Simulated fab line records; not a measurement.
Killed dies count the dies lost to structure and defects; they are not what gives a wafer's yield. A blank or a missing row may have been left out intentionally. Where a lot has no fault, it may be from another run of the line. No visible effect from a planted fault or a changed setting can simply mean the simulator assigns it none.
Which tool is to blame?    flow berkeleyCmos170    7 lots, 19 wafers sampled, at 2 steps of a route of 331

== WHAT THE GAUGES SHOWED, per wafer ==
UCB170_SPACER_THK_MEAS_01.
lot   measured      on            SPACER_TEOS_THK (nm)
L985  day 7 13:17   filmMetro-03  375 365 376
L988  day 7 22:03   filmMetro-02  384 391 382
L989  day 8 17:13   filmMetro-03  374 368 375
L993  day 9 03:14   filmMetro-01  380 381 380
L995  day 10 04:15  filmMetro-03  250 250
L998  day 10 13:26  filmMetro-01  381 376 381
L103  day 11 21:36  filmMetro-03  368 367 379

== TOOL THAT RAN EACH LOT (tool first, then ch and the chambers of the sampled wafers, then the start) ==
lot   UCB170_SPACER_CVD_00
L985  pecvd-03 ch 0,1,2, day 7 13:14
L988  pecvd-04 ch 0,1, day 7 21:59
L989  pecvd-03 ch 0,1, day 8 17:10
L993  pecvd-01 ch 0,1,2, day 9 03:11
L995  pecvd-01 ch 1, day 10 04:11
L998  pecvd-04 ch 0,1,2, day 10 13:23
L103  pecvd-04 ch 0,1,2, day 11 21:33
- UCB170_SPACER_CVD_00: deposits SiO2 from TEOS/O2, target thk 376 nm, time 47 s.

== THE ANSWER, worked out from the rows above alone ==
Rule: the usual values come from the lots themselves. The widest of any qualifying gaps counts: lots, ordered by their means at a reading, are off when they make up no more than a third of the lots, leave a main group of 4 or more, and stand apart from it by 3 or more times the standard deviation of that group's means. A main group whose means are all the same, to the digits that the tables above print for the reading, isn't used. A lot without any number at a reading at which 4 lots or more have one is off too. The other lots that the step has rows for count as sound.
Off: L995, seen at UCB170_SPACER_THK_MEAS_01 (SPACER_TEOS_THK). The main group: mean 377 nm, standard deviation 5.3.
A tool fits if, at a process step before that reading, it ran every lot that is off, and no sound lot after the first of them. The gauges at UCB170_SPACER_THK_MEAS_01 are tried like those tools. One fits: pecvd-01 at UCB170_SPACER_CVD_00. A fault onset in the window from L993 (day 9 03:11, its last sound lot) to L995 (day 10 04:11, its first lot off) fits.

== WHAT THE SIMULATOR PUT IN ==
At UCB170_SPACER_CVD_00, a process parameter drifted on pecvd-01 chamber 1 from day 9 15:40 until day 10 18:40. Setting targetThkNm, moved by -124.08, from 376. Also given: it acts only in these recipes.
Shown lots that were struck: L995. The rule above found the same.
